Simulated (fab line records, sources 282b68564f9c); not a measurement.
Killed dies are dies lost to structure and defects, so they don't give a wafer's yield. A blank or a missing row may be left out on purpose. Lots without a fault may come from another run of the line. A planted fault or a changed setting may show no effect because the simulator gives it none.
fab line records | flow rit_cmos
record lots=5 wafers=15 last_day=19
route steps=202 shown FOX2@26 NWELL@28 PWELL@39 WELLDRIVE@50 NRETRO@53 PRETRO@64
lots that met no fault: from a run of the same line without faults
start_h: hours from the record's first day to the start of the lot's first wafer shown | wait_h: hours since the lot's step before | " the same as in the row above | L1.1+2: a row that stands for several wafers | - no value, or no start given | * or withheld: withheld | < > ~ a bound
route shown NAME@n: a module of which the file shows steps, and the number in the route of the first | usual: mean/standard deviation of fault-free wafers | same: alike in all rows | chamber/n: place in a boat | sites: the reading at each site | _std_site: their standard deviation | _edge_site: outer sites' mean less inner sites' | radius_mm: how far each site lies from the wafer's centre | mask NAME#n: copy n | behind: the tool/chamber that last shaped the wafer | hold: why the lot was held/for how many hours/how that ended | device: the transistor (n, p or np) that didn't switch | end of line: the same wafers' tests at the end of the route | a step without rows: its recipe alone | killed: dies lost to structure and defects at the first sort, not the wafer's yield | map: a wafer's dies, x killed, . not, _ none there
set.NAME: the setting as run; set.NAME@STEP: as run at that earlier step | model.NAME: the simulator's own value behind a step, which no gauge read
lots at some steps of the route; a table a step, a row a wafer
services: from which hour (start_h, from the record's first day; less than 0 if before it) a tool's chamber was out of use, for how many hours, and why
## steps
# step RIT_FOX2_WET_ETCH_03
# recipe chemistry=H3PO4 target=Si3N4 target_depth_nm=195 temp_c=165 time_s=2700
# same time_s=2700
# columns lot.wafer tool chamber start_h wait_h
L076.1+3+5 wet_bench-01 2 31.25 0.0
L078.3+4+6 wet_bench-01 1 40.05 0.0
L081.1+3+4 wet_bench-01 3 60.02 0.0
L087.2+3+5 wet_bench-04 3 89.41 0.0
L096.1+3+6 wet_bench-04 1 130.88 0.0
# step RIT_FOX2_THK_MEAS_90
# recipe reads=SiO2_of_FOX2_OXIDATION_00
# usual FIELD_OXIDE_LEFT_1_THK=325/6.4
# columns lot.wafer tool chamber start_h wait_h FIELD_OXIDE_LEFT_1_THK[nm]
L076.1 film_metro-03 - 32.00 0.0 327
L076.3 " - " " 329
L076.5 " - " " 327
L078.3 film_metro-01 - 40.82 0.0 325
L078.4 " - " " 333
L078.6 " - " " 328
L081.1 film_metro-01 - 60.78 0.0 317
L081.3 " - " " 321
L081.4 " - " " 316
L087.2 film_metro-02 - 90.18 0.0 324
L087.3 " - " " 327
L087.5 " - " " 318
L096.1 film_metro-03 - 131.71 0.0 311
L096.3 " - " " 314
L096.6 " - " " 316
# step RIT_NWELL_HMDS_00
# recipe prime_time_s=60 prime_temp_c=140
# columns lot.wafer tool chamber start_h wait_h
L076.1+3+5 litho_track-01 0 32.06 0.1
L078.3+4+6 litho_track-01 0 40.91 0.1
L081.1+3+4 litho_track-01 0 60.84 0.1
L087.2+3+5 litho_track-02 0 90.25 0.1
L096.1+3+6 litho_track-01 0 132.04 0.3
# step RIT_NWELL_COAT_01
# recipe resist=NOVOLAK spin_rpm=2000 resist_thk_nm=1300
# columns lot.wafer tool chamber start_h wait_h
L076.1+3+5 litho_track-01 0 32.21 0.1
L078.3+4+6 litho_track-01 0 41.06 0.1
L081.1+3+4 litho_track-01 0 60.99 0.1
L087.2+3+5 litho_track-02 0 90.40 0.1
L096.1+3+6 litho_track-01 0 132.19 0.1
# step RIT_NWELL_SOFTBAKE_02
# recipe resist=NOVOLAK temp_c=90 time_s=60
# usual heater_power_total_W=34.56/0.056
# same time_s=60
# columns lot.wafer tool chamber start_h wait_h heater_power_total_W
L076.1 litho_track-01 0 32.36 0.1 34.57
L076.3 " 0 " " 34.60
L076.5 " 0 " " 34.52
L078.3 litho_track-01 0 41.21 0.1 34.56
L078.4 " 0 " " 34.58
L078.6 " 0 " " 34.59
L081.1 litho_track-01 0 61.14 0.1 34.58
L081.3 " 0 " " 34.52
L081.4 " 0 " " 34.51
L087.2 litho_track-02 0 90.55 0.1 34.54
L087.3 " 0 " " 34.54
L087.5 " 0 " " 34.59
L096.1 litho_track-01 0 132.34 0.1 34.60
L096.3 " 0 " " 34.55
L096.6 " 0 " " 34.60
# step RIT_NWELL_EXPOSE_03
# recipe mask_id=M2 na=0.57 target_cd_nm=43900 dose_mj=250
# same na=0.57
# columns lot.wafer tool chamber start_h wait_h mask
L076.1+3+5 iline_stepper-01 0 32.51 0.1 M2#0
L078.3+4+6 iline_stepper-01 0 41.48 0.2 M2#0
L081.1+3+4 iline_stepper-02 0 61.29 0.1 M2#0
L087.2+3+5 iline_stepper-01 0 90.70 0.1 M2#0
L096.1+3+6 iline_stepper-01 0 132.49 0.1 M2#0
# step RIT_NWELL_PEB_04
# recipe resist=NOVOLAK temp_c=withheld time_s=withheld
# columns lot.wafer tool chamber start_h wait_h
L076.1+3+5 litho_track-02 0 32.76 0.2
L078.3+4+6 litho_track-01 0 41.61 0.1
L081.1+3+4 litho_track-02 0 61.41 0.1
L087.2+3+5 litho_track-01 0 90.82 0.1
L096.1+3+6 litho_track-01 0 132.64 0.1
# step RIT_NWELL_DEVELOP_05
# recipe resist=NOVOLAK develop_time_s=68 dev_temp_c=23
# columns lot.wafer tool chamber start_h wait_h
L076.1+3+5 litho_track-02 0 - -
L078.3+4+6 litho_track-01 0 - -
L081.1+3+4 litho_track-02 0 - -
L087.2+3+5 litho_track-01 0 - -
L096.1+3+6 litho_track-01 0 - -
# step RIT_NWELL_OVL_MEAS_06
# usual NWELL_OVL=0.0/1.2
# columns lot.wafer tool chamber start_h wait_h NWELL_OVL[nm]
L076.1 overlay-02 - 33.07 - 2.0
L076.3 " - " " 1.8
L076.5 " - " " 0.3
L078.3 overlay-01 - 41.88 - 0.2
L078.4 " - " " 0.6
L078.6 " - " " 0.1
L081.1 overlay-02 - 61.72 - 0.9
L081.3 " - " " -0.2
L081.4 " - " " 1.0
L087.2 overlay-01 - 91.11 - 0.6
L087.3 " - " " 0.1
L087.5 " - " " 0.1
L096.1 overlay-01 - 132.96 - -1.2
L096.3 " - " " -1.0
L096.6 " - " " -2.2
# step RIT_NWELL_HARDBAKE_07
# recipe resist=NOVOLAK temp_c=140 time_s=120
# usual heater_power_total_W=52.03/0.061
# same time_s=120
# columns lot.wafer tool chamber start_h wait_h heater_power_total_W
L076.1 litho_track-03 0 33.11 0.0 52.02
L076.3 " 0 " " 52.00
L076.5 " 0 " " 51.97
L078.3 litho_track-02 0 41.99 0.1 52.01
L078.4 " 0 " " 52.00
L078.6 " 0 " " 52.00
L081.1 litho_track-03 0 61.76 0.0 52.05
L081.3 " 0 " " 52.00
L081.4 " 0 " " 52.03
L087.2 litho_track-02 0 91.19 0.1 52.08
L087.3 " 0 " " 52.04
L087.5 " 0 " " 52.00
L096.1 litho_track-02 0 132.99 0.0 52.16
L096.3 " 0 " " 52.05
L096.6 " 0 " " 51.99
# step RIT_NWELL_IMPLANT_08
# recipe species=P energy_kev=170 dose_cm2=5e+13 tilt_deg=7
# usual faraday_current_uA=158.8/3
# columns lot.wafer tool chamber start_h wait_h faraday_current_uA
L076.1 implanter-03 0 33.36 0.2 154.2
L076.3 " 0 " " 160.2
L076.5 " 0 " " 163.4
L078.3 implanter-04 0 42.20 0.2 154.7
L078.4 " 0 " " 155.3
L078.6 " 0 " " 157.1
L081.1 implanter-04 0 62.01 0.2 163.0
L081.3 " 0 " " 160.3
L081.4 " 0 " " 159.6
L087.2 implanter-04 0 91.42 0.2 155.4
L087.3 " 0 " " 163.7
L087.5 " 0 " " 155.9
L096.1 implanter-03 0 133.24 0.2 157.6
L096.3 " 0 " " 160.3
L096.6 " 0 " " 159.3
# step RIT_NWELL_STRIP_09
# recipe chemistry=O2 time_s=180 resist=NOVOLAK platen_temp_c=withheld power_w=500 pressure_mtorr=4000 o2_flow_sccm=4000
# usual drypump_motor_current_A=5.97/0.28
# same time_s=180
# columns lot.wafer tool chamber start_h wait_h drypump_motor_current_A rf_hours_counter_h
L076.1 plasma_asher-01 0 33.51 0.1 5.63 42
L076.3 " 1 " " 6.37 -
L076.5 " 1 " " 6.35 -
L078.3 plasma_asher-01 1 42.36 0.1 6.40 -
L078.4 " 0 " " 5.67 -
L078.6 " 0 " " 5.67 -
L081.1 plasma_asher-02 1 62.16 0.1 5.84 37
L081.3 " 1 " " 5.85 -
L081.4 " 0 " " 5.67 -
L087.2 plasma_asher-01 0 91.54 0.1 5.63 48
L087.3 " 1 " " 6.37 -
L087.5 " 0 " " 5.65 -
L096.1 plasma_asher-04 0 133.39 0.1 6.03 35
L096.3 " 1 " " 6.18 -
L096.6 " 0 " " 6.02 -
# step RIT_NWELL_TW_MEAS_10
# usual NWELL_TW=2149/18
# columns lot.wafer tool chamber start_h wait_h NWELL_TW
L076.1 film_metro-04 - 33.68 0.1 2140
L076.3 " - " " 2141
L076.5 " - " " 2137
L078.3 film_metro-04 - 42.50 0.1 2135
L078.4 " - " " 2127
L078.6 " - " " 2136
L081.1 film_metro-04 - 62.33 0.1 2140
L081.3 " - " " 2141
L081.4 " - " " 2138
L087.2 film_metro-04 - 91.73 0.1 2144
L087.3 " - " " 2144
L087.5 " - " " 2137
L096.1 film_metro-02 - 133.57 0.1 2180
L096.3 " - " " 2168
L096.6 " - " " 2173
# step RIT_PWELL_HMDS_00
# recipe prime_time_s=60 prime_temp_c=140
# columns lot.wafer tool chamber start_h wait_h
L076.1+3+5 litho_track-03 0 33.74 0.1
L078.3+4+6 litho_track-01 0 42.59 0.1
L081.1+3+4 litho_track-04 0 62.39 0.1
L087.2+3+5 litho_track-04 0 91.80 0.1
L096.1+3+6 litho_track-04 0 133.63 0.1
# step RIT_PWELL_COAT_01
# recipe resist=NOVOLAK spin_rpm=2000 resist_thk_nm=1300
# columns lot.wafer tool chamber start_h wait_h
L076.1+3+5 litho_track-03 0 33.89 0.1
L078.3+4+6 litho_track-01 0 42.74 0.1
L081.1+3+4 litho_track-04 0 62.54 0.1
L087.2+3+5 litho_track-04 0 91.95 0.1
L096.1+3+6 litho_track-04 0 133.78 0.1
# step RIT_PWELL_SOFTBAKE_02
# recipe resist=NOVOLAK temp_c=90 time_s=60
# usual heater_power_total_W=34.56/0.047
# same time_s=60
# columns lot.wafer tool chamber start_h wait_h heater_power_total_W
L076.1 litho_track-03 0 34.04 0.1 34.53
L076.3 " 0 " " 34.60
L076.5 " 0 " " 34.57
L078.3 litho_track-01 0 42.89 0.1 34.56
L078.4 " 0 " " 34.42
L078.6 " 0 " " 34.56
L081.1 litho_track-04 0 62.69 0.1 34.54
L081.3 " 0 " " 34.59
L081.4 " 0 " " 34.62
L087.2 litho_track-04 0 92.10 0.1 34.61
L087.3 " 0 " " 34.64
L087.5 " 0 " " 34.62
L096.1 litho_track-04 0 133.93 0.1 34.58
L096.3 " 0 " " 34.65
L096.6 " 0 " " 34.59
# step RIT_PWELL_EXPOSE_03
# recipe mask_id=M3 na=0.57 target_cd_nm=43700 dose_mj=250
# same na=0.57
# columns lot.wafer tool chamber start_h wait_h mask
L076.1+3+5 iline_stepper-02 0 34.32 0.2 M3#0
L078.3+4+6 iline_stepper-01 0 43.15 0.2 M3#0
L081.1+3+4 iline_stepper-01 0 62.97 0.2 M3#0
L087.2+3+5 iline_stepper-01 0 92.25 0.1 M3#0
L096.1+3+6 iline_stepper-02 0 134.20 0.2 M3#0
# step RIT_PWELL_PEB_04
# recipe resist=NOVOLAK temp_c=withheld time_s=withheld
# columns lot.wafer tool chamber start_h wait_h
L076.1+3+5 litho_track-01 0 34.43 0.1
L078.3+4+6 litho_track-03 0 43.28 0.1
L081.1+3+4 litho_track-01 0 63.08 0.1
L087.2+3+5 litho_track-01 0 92.37 0.1
L096.1+3+6 litho_track-01 0 134.32 0.1
# step RIT_PWELL_DEVELOP_05
# recipe resist=NOVOLAK develop_time_s=68 dev_temp_c=23
# columns lot.wafer tool chamber start_h wait_h
L076.1+3+5 litho_track-01 0 - -
L078.3+4+6 litho_track-03 0 - -
L081.1+3+4 litho_track-01 0 - -
L087.2+3+5 litho_track-01 0 - -
L096.1+3+6 litho_track-01 0 - -
# step RIT_PWELL_OVL_MEAS_06
# usual PWELL_OVL=0.4/1.2
# columns lot.wafer tool chamber start_h wait_h PWELL_OVL[nm]
L076.1 overlay-01 - 34.75 - -0.4
L076.3 " - " " 0.8
L076.5 " - " " -1.1
L078.3 overlay-02 - 43.56 - 0.2
L078.4 " - " " 0.5
L078.6 " - " " 0.1
L081.1 overlay-01 - 63.40 - -0.8
L081.3 " - " " -1.1
L081.4 " - " " -1.8
L087.2 overlay-01 - 92.67 - 1.4
L087.3 " - " " 0.8
L087.5 " - " " -1.0
L096.1 overlay-02 - 134.63 - -0.4
L096.3 " - " " -0.3
L096.6 " - " " -0.1
# step RIT_PWELL_HARDBAKE_07
# recipe resist=NOVOLAK temp_c=140 time_s=120
# usual heater_power_total_W=52.02/0.065
# same time_s=120
# columns lot.wafer tool chamber start_h wait_h heater_power_total_W
L076.1 litho_track-03 0 34.78 0.0 51.99
L076.3 " 0 " " 52.00
L076.5 " 0 " " 52.07
L078.3 litho_track-04 0 43.66 0.1 52.16
L078.4 " 0 " " 52.18
L078.6 " 0 " " 51.92
L081.1 litho_track-04 0 63.43 0.0 51.93
L081.3 " 0 " " 52.09
L081.4 " 0 " " 52.06
L087.2 litho_track-01 0 92.74 0.1 52.03
L087.3 " 0 " " 51.97
L087.5 " 0 " " 51.97
L096.1 litho_track-03 0 134.67 0.0 51.97
L096.3 " 0 " " 52.12
L096.6 " 0 " " 51.99
# step RIT_PWELL_IMPLANT_08
# recipe species=B energy_kev=170 dose_cm2=7e+13 tilt_deg=7
# usual faraday_current_uA=223/4.8
# columns lot.wafer tool chamber start_h wait_h faraday_current_uA
L076.1 implanter-01 0 35.03 0.2 227
L076.3 " 0 " " 221
L076.5 " 0 " " 219
L078.3 implanter-03 0 43.88 0.2 216
L078.4 " 0 " " 225
L078.6 " 0 " " 225
L081.1 implanter-01 0 63.68 0.2 230
L081.3 " 0 " " 226
L081.4 " 0 " " 229
L087.2 implanter-01 0 92.97 0.2 217
L087.3 " 0 " " 222
L087.5 " 0 " " 220
L096.1 implanter-02 0 134.92 0.2 218
L096.3 " 0 " " 224
L096.6 " 0 " " 214
# step RIT_PWELL_STRIP_09
# recipe chemistry=O2 time_s=180 resist=NOVOLAK platen_temp_c=withheld power_w=500 pressure_mtorr=4000 o2_flow_sccm=4000
# usual drypump_motor_current_A=6.1/0.4
# same time_s=180
# columns lot.wafer tool chamber start_h wait_h drypump_motor_current_A rf_hours_counter_h
L076.1 plasma_asher-01 1 35.18 0.1 6.4 42
L076.3 " 0 " " 5.7 -
L076.5 " 0 " " 5.7 -
L078.3 plasma_asher-02 0 44.04 0.1 5.6 -
L078.4 " 1 " " 5.8 -
L078.6 " 1 " " 5.9 -
L081.1 plasma_asher-01 1 63.83 0.1 6.4 45
L081.3 " 1 " " 6.4 -
L081.4 " 0 " " 5.7 -
L087.2 plasma_asher-03 0 93.10 0.1 6.8 46
L087.3 " 1 " " 6.3 -
L087.5 " 1 " " 6.3 -
L096.1 plasma_asher-01 0 135.07 0.1 5.6 2
L096.3 " 0 " " 5.6 -
L096.6 " 0 " " 5.7 -
# step RIT_PWELL_TW_MEAS_10
# usual PWELL_TW=958/8.8
# columns lot.wafer tool chamber start_h wait_h PWELL_TW
L076.1 film_metro-04 - 35.36 0.1 949
L076.3 " - " " 950
L076.5 " - " " 947
L078.3 film_metro-01 - 44.18 0.1 957
L078.4 " - " " 955
L078.6 " - " " 959
L081.1 film_metro-01 - 64.01 0.1 946
L081.3 " - " " 949
L081.4 " - " " 947
L087.2 film_metro-02 - 93.28 0.1 958
L087.3 " - " " 961
L087.5 " - " " 963
L096.1 film_metro-04 - 135.24 0.1 941
L096.3 " - " " 950
L096.6 " - " " 948
# step RIT_WELLDRIVE_ANNEAL_00
# recipe temp_c=1100 time_s=14700 ambient=N2
# usual tube_center_temp_C_max=1102.9/0.5
# same time_s=14700
# columns lot.wafer tool chamber start_h wait_h tube_center_temp_C_max
L076.1 furnace-04 0 35.42 0.1 1102.9
L076.3 " 0 " " 1103.3
L076.5 " 0 " " 1102.5
L078.3 furnace-03 0 44.60 0.4 1102.4
L078.4 " 0 " " 1102.6
L078.6 " 0 " " 1103.2
L081.1 furnace-01 0 64.35 0.3 1102.7
L081.3 " 0 " " 1103.0
L081.4 " 0 " " 1102.5
L087.2 furnace-03 0 93.33 0.0 1103.2
L087.3 " 0 " " 1102.6
L087.5 " 0 " " 1102.1
L096.1 furnace-01 0 137.05 1.8 1102.5
L096.3 " 0 " " 1103.0
L096.6 " 0 " " 1102.6
# step RIT_WELLDRIVE_RS_MEAS_01
# recipe thk_meas_gauge=four-point-probe
# usual NWELL_RS=275.3/0.69
# columns lot.wafer tool chamber start_h wait_h NWELL_RS[ohm/sq]
L076.1 film_metro-02 - 40.50 0.0 274.4
L076.3 " - " " 274.5
L076.5 " - " " 274.1
L078.3 film_metro-02 - 49.72 0.0 276.0
L078.4 " - " " 275.4
L078.6 " - " " 275.1
L081.1 film_metro-01 - 69.44 0.0 275.3
L081.3 " - " " 274.4
L081.4 " - " " 274.9
L087.2 film_metro-04 - 98.43 0.0 275.3
L087.3 " - " " 275.4
L087.5 " - " " 275.6
L096.1 film_metro-02 - 142.14 0.0 275.3
L096.3 " - " " 275.0
L096.6 " - " " 275.3
# step RIT_WELLDRIVE_RS_MEAS_02
# recipe thk_meas_gauge=four-point-probe
# usual PWELL_RS=429.1/1.2
# columns lot.wafer tool chamber start_h wait_h PWELL_RS[ohm/sq]
L076.1 film_metro-02 - 40.62 0.1 429.9
L076.3 " - " " 427.9
L076.5 " - " " 429.4
L078.3 film_metro-02 - 49.84 0.1 428.6
L078.4 " - " " 428.5
L078.6 " - " " 428.0
L081.1 film_metro-01 - 69.56 0.1 430.0
L081.3 " - " " 429.2
L081.4 " - " " 429.6
L087.2 film_metro-04 - 98.55 0.1 430.0
L087.3 " - " " 431.4
L087.5 " - " " 431.1
L096.1 film_metro-02 - 417.05 274.9 428.3
L096.3 " - " " 428.4
L096.6 " - " " 429.0
# step RIT_NRETRO_HMDS_00
# recipe prime_time_s=60 prime_temp_c=140
# columns lot.wafer tool chamber start_h wait_h
L076.1+3+5 litho_track-02 0 40.74 0.1
L078.3+4+6 litho_track-03 0 49.97 0.1
L081.1+3+4 litho_track-02 0 69.68 0.1
L087.2+3+5 litho_track-03 0 98.68 0.1
L096.1+3+6 litho_track-03 0 417.47 0.4
# step RIT_NRETRO_COAT_01
# recipe resist=NOVOLAK spin_rpm=2000 resist_thk_nm=1300
# columns lot.wafer tool chamber start_h wait_h
L076.1+3+5 litho_track-02 0 40.89 0.1
L078.3+4+6 litho_track-03 0 50.12 0.1
L081.1+3+4 litho_track-02 0 69.83 0.1
L087.2+3+5 litho_track-03 0 98.83 0.1
L096.1+3+6 litho_track-03 0 417.62 0.1
# step RIT_NRETRO_SOFTBAKE_02
# recipe resist=NOVOLAK temp_c=90 time_s=60
# usual heater_power_total_W=34.56/0.049
# same time_s=60
# columns lot.wafer tool chamber start_h wait_h heater_power_total_W
L076.1 litho_track-02 0 41.04 0.1 34.57
L076.3 " 0 " " 34.53
L076.5 " 0 " " 34.55
L078.3 litho_track-03 0 50.27 0.1 34.59
L078.4 " 0 " " 34.54
L078.6 " 0 " " 34.47
L081.1 litho_track-02 0 69.98 0.1 34.49
L081.3 " 0 " " 34.60
L081.4 " 0 " " 34.57
L087.2 litho_track-03 0 98.98 0.1 34.52
L087.3 " 0 " " 34.52
L087.5 " 0 " " 34.55
L096.1 litho_track-03 0 417.77 0.1 34.54
L096.3 " 0 " " 34.59
L096.6 " 0 " " 34.60
# step RIT_NRETRO_EXPOSE_03
# recipe mask_id=M4 na=0.57 target_cd_nm=43900 dose_mj=250
# same na=0.57
# columns lot.wafer tool chamber start_h wait_h mask
L076.1+3+5 iline_stepper-01 0 41.19 0.1 M4#0
L078.3+4+6 iline_stepper-01 0 50.41 0.1 M4#0
L081.1+3+4 iline_stepper-02 0 70.13 0.1 M4#0
L087.2+3+5 iline_stepper-02 0 99.12 0.1 M4#0
L096.1+3+6 iline_stepper-02 0 418.04 0.2 M4#0
# step RIT_NRETRO_PEB_04
# recipe resist=NOVOLAK temp_c=withheld time_s=withheld
# columns lot.wafer tool chamber start_h wait_h
L076.1+3+5 litho_track-03 0 41.31 0.1
L078.3+4+6 litho_track-04 0 50.54 0.1
L081.1+3+4 litho_track-02 0 70.24 0.1
L087.2+3+5 litho_track-04 0 99.25 0.1
L096.1+3+6 litho_track-03 0 418.20 0.1
# step RIT_NRETRO_DEVELOP_05
# recipe resist=NOVOLAK develop_time_s=68 dev_temp_c=23
# columns lot.wafer tool chamber start_h wait_h
L076.1+3+5 litho_track-03 0 - -
L078.3+4+6 litho_track-04 0 - -
L081.1+3+4 litho_track-02 0 - -
L087.2+3+5 litho_track-04 0 - -
L096.1+3+6 litho_track-03 0 - -
# step RIT_NRETRO_OVL_MEAS_06
# usual NRETRO_OVL=0.5/1.4
# columns lot.wafer tool chamber start_h wait_h NRETRO_OVL[nm]
L076.1 overlay-01 - 41.62 - 1.0
L076.3 " - " " 3.0
L076.5 " - " " 0.8
L078.3 overlay-02 - 50.82 - 1.8
L078.4 " - " " 1.2
L078.6 " - " " 0.3
L081.1 overlay-01 - 70.56 - -0.3
L081.3 " - " " -1.5
L081.4 " - " " -1.8
L087.2 overlay-02 - 99.54 - 2.9
L087.3 " - " " 1.5
L087.5 " - " " 2.3
L096.1 overlay-01 - 418.51 - 0.0
L096.3 " - " " -0.1
L096.6 " - " " -0.4
# step RIT_NRETRO_HARDBAKE_07
# recipe resist=NOVOLAK temp_c=140 time_s=120
# usual heater_power_total_W=52.03/0.06
# same time_s=120
# columns lot.wafer tool chamber start_h wait_h heater_power_total_W
L076.1 litho_track-04 0 41.66 0.0 52.04
L076.3 " 0 " " 51.96
L076.5 " 0 " " 52.01
L078.3 litho_track-03 0 50.92 0.1 52.12
L078.4 " 0 " " 51.99
L078.6 " 0 " " 51.93
L081.1 litho_track-02 0 70.59 0.0 52.03
L081.3 " 0 " " 52.02
L081.4 " 0 " " 52.03
L087.2 litho_track-03 0 99.61 0.1 52.00
L087.3 " 0 " " 52.05
L087.5 " 0 " " 51.98
L096.1 litho_track-04 0 418.58 0.1 52.07
L096.3 " 0 " " 51.97
L096.6 " 0 " " 52.03
# step RIT_NRETRO_IMPLANT_08
# recipe species=P energy_kev=70 dose_cm2=1e+13 tilt_deg=7
# usual faraday_current_uA=31.6/0.62
# columns lot.wafer tool chamber start_h wait_h faraday_current_uA
L076.1 implanter-03 0 41.91 0.2 31.3
L076.3 " 0 " " 30.9
L076.5 " 0 " " 32.2
L078.3 implanter-04 0 51.14 0.2 32.1
L078.4 " 0 " " 32.2
L078.6 " 0 " " 31.9
L081.1 implanter-04 0 70.84 0.2 31.8
L081.3 " 0 " " 31.9
L081.4 " 0 " " 31.9
L087.2 implanter-02 0 99.85 0.2 30.9
L087.3 " 0 " " 31.6
L087.5 " 0 " " 31.4
L096.1 implanter-04 0 418.83 0.2 31.1
L096.3 " 0 " " 32.1
L096.6 " 0 " " 31.9
# step RIT_NRETRO_STRIP_09
# recipe chemistry=O2 time_s=180 resist=NOVOLAK platen_temp_c=withheld power_w=500 pressure_mtorr=4000 o2_flow_sccm=4000
# usual drypump_motor_current_A=6.2/0.36
# same time_s=180
# columns lot.wafer tool chamber start_h wait_h drypump_motor_current_A rf_hours_counter_h
L076.1 plasma_asher-02 0 42.06 0.1 5.7 35
L076.3 " 1 " " 5.8 -
L076.5 " 0 " " 5.7 -
L078.3 plasma_asher-03 0 51.30 0.1 6.8 -
L078.4 " 1 " " 6.3 -
L078.6 " 1 " " 6.3 -
L081.1 plasma_asher-04 0 70.99 0.1 6.0 28
L081.3 " 1 " " 6.2 -
L081.4 " 0 " " 6.0 -
L087.2 plasma_asher-04 0 99.97 0.1 6.0 31
L087.3 " 0 " " 6.0 -
L087.5 " 0 " " 6.0 -
L096.1 plasma_asher-03 0 418.98 0.1 6.8 78
L096.3 " 1 " " 6.3 -
L096.6 " 1 " " 6.3 -
# step RIT_NRETRO_TW_MEAS_10
# usual NRETRO_TW=1046/7
# columns lot.wafer tool chamber start_h wait_h NRETRO_TW
L076.1 film_metro-04 - 42.23 0.1 1050
L076.3 " - " " 1046
L076.5 " - " " 1049
L078.3 film_metro-03 - 51.44 0.1 1041
L078.4 " - " " 1038
L078.6 " - " " 1038
L081.1 film_metro-03 - 71.17 0.1 1033
L081.3 " - " " 1036
L081.4 " - " " 1039
L087.2 film_metro-01 - 100.16 0.1 1055
L087.3 " - " " 1061
L087.5 " - " " 1058
L096.1 film_metro-04 - 419.16 0.1 1058
L096.3 " - " " 1058
L096.6 " - " " 1054
# step RIT_PRETRO_HMDS_00
# recipe prime_time_s=60 prime_temp_c=140
# columns lot.wafer tool chamber start_h wait_h
L076.1+3+5 litho_track-04 0 42.29 0.1
L078.3+4+6 litho_track-01 0 51.53 0.1
L081.1+3+4 litho_track-02 0 71.23 0.1
L087.2+3+5 litho_track-01 0 100.23 0.1
L096.1+3+6 litho_track-01 0 419.22 0.1
# step RIT_PRETRO_COAT_01
# recipe resist=NOVOLAK spin_rpm=2000 resist_thk_nm=1300
# columns lot.wafer tool chamber start_h wait_h
L076.1+3+5 litho_track-04 0 42.44 0.1
L078.3+4+6 litho_track-01 0 51.68 0.1
L081.1+3+4 litho_track-02 0 71.38 0.1
L087.2+3+5 litho_track-01 0 100.38 0.1
L096.1+3+6 litho_track-01 0 419.37 0.1
# step RIT_PRETRO_SOFTBAKE_02
# recipe resist=NOVOLAK temp_c=90 time_s=60
# usual heater_power_total_W=34.57/0.051
# same time_s=60
# columns lot.wafer tool chamber start_h wait_h heater_power_total_W
L076.1 litho_track-04 0 42.59 0.1 34.61
L076.3 " 0 " " 34.49
L076.5 " 0 " " 34.54
L078.3 litho_track-01 0 51.83 0.1 34.54
L078.4 " 0 " " 34.57
L078.6 " 0 " " 34.50
L081.1 litho_track-02 0 71.53 0.1 34.59
L081.3 " 0 " " 34.61
L081.4 " 0 " " 34.54
L087.2 litho_track-01 0 100.53 0.1 34.61
L087.3 " 0 " " 34.59
L087.5 " 0 " " 34.62
L096.1 litho_track-01 0 419.52 0.1 34.53
L096.3 " 0 " " 34.57
L096.6 " 0 " " 34.67
# step RIT_PRETRO_EXPOSE_03
# recipe mask_id=M5 na=0.57 target_cd_nm=43700 dose_mj=250
# same na=0.57
# columns lot.wafer tool chamber start_h wait_h mask
L076.1+3+5 iline_stepper-01 0 42.74 0.1 M5#0
L078.3+4+6 iline_stepper-01 0 51.96 0.1 M5#0
L081.1+3+4 iline_stepper-01 0 71.80 0.2 M5#0
L087.2+3+5 iline_stepper-02 0 100.67 0.1 M5#0
L096.1+3+6 iline_stepper-02 0 419.67 0.1 M5#0
# step RIT_PRETRO_PEB_04
# recipe resist=NOVOLAK temp_c=withheld time_s=withheld
# columns lot.wafer tool chamber start_h wait_h
L076.1+3+5 litho_track-02 0 42.86 0.1
L078.3+4+6 litho_track-02 0 52.09 0.1
L081.1+3+4 litho_track-01 0 71.98 0.2
L087.2+3+5 litho_track-04 0 100.80 0.1
L096.1+3+6 litho_track-02 0 420.12 0.4
# step RIT_PRETRO_DEVELOP_05
# recipe resist=NOVOLAK develop_time_s=68 dev_temp_c=23
# columns lot.wafer tool chamber start_h wait_h
L076.1+3+5 litho_track-02 0 - -
L078.3+4+6 litho_track-02 0 - -
L081.1+3+4 litho_track-01 0 - -
L087.2+3+5 litho_track-04 0 - -
L096.1+3+6 litho_track-02 0 - -
# step RIT_PRETRO_OVL_MEAS_06
# usual PRETRO_OVL=0.0/1.3
# columns lot.wafer tool chamber start_h wait_h PRETRO_OVL[nm]
L076.1 overlay-01 - 43.17 - 0.2
L076.3 " - " " 1.0
L076.5 " - " " -0.1
L078.3 overlay-02 - 52.37 - 0.1
L078.4 " - " " -0.7
L078.6 " - " " -0.7
L081.1 overlay-02 - 72.29 - -1.3
L081.3 " - " " -0.4
L081.4 " - " " -0.8
L087.2 overlay-02 - 101.09 - -0.4
L087.3 " - " " -0.9
L087.5 " - " " 0.5
L096.1 overlay-01 - 420.43 - 1.4
L096.3 " - " " 2.0
L096.6 " - " " -0.9
# step RIT_PRETRO_HARDBAKE_07
# recipe resist=NOVOLAK temp_c=140 time_s=120
# usual heater_power_total_W=52.03/0.059
# same time_s=120
# columns lot.wafer tool chamber start_h wait_h heater_power_total_W
L076.1 litho_track-04 0 43.21 0.0 51.95
L076.3 " 0 " " 52.02
L076.5 " 0 " " 52.00
L078.3 litho_track-02 0 52.47 0.1 52.01
L078.4 " 0 " " 52.07
L078.6 " 0 " " 52.02
L081.1 litho_track-02 0 72.33 0.0 51.97
L081.3 " 0 " " 52.09
L081.4 " 0 " " 52.07
L087.2 litho_track-01 0 101.16 0.1 51.97
L087.3 " 0 " " 52.04
L087.5 " 0 " " 51.93
L096.1 litho_track-02 0 420.47 0.0 52.05
L096.3 " 0 " " 52.10
L096.6 " 0 " " 52.12
## services
# columns tool chamber start_h hours kind
implanter-03 - 10.79 7.0 pm
iline_stepper-02 - 11.90 4.4 pm
plasma_asher-01 - 15.18 0.6 repair
iline_stepper-01 - 26.57 0.5 repair
iline_stepper-01 - 60.11 1.7 pm
iline_stepper-02 - 70.32 1.7 pm
implanter-04 - 76.29 4.6 pm
iline_stepper-02 - 89.21 3.4 repair
plasma_asher-01 - 108.75 9.0 pm
implanter-04 - 161.84 0.6 repair
iline_stepper-02 - 224.47 0.6 repair
plasma_asher-01 - 260.83 2.8 pm
iline_stepper-01 - 278.29 1.7 pm
plasma_asher-01 - 279.26 0.9 repair
iline_stepper-02 - 288.50 1.7 pm
implanter-04 - 295.99 1.1 repair
iline_stepper-02 - 305.09 8.9 pm
implanter-04 - 305.97 5.7 pm
iline_stepper-02 - 313.98 2.1 pm
implanter-04 - 317.12 3.6 repair
implanter-04 - 320.70 1.9 repair
iline_stepper-02 - 321.78 2.1 repair
implanter-04 - 339.71 0.6 repair
implanter-04 - 406.63 1.3 repair
## key
fault none
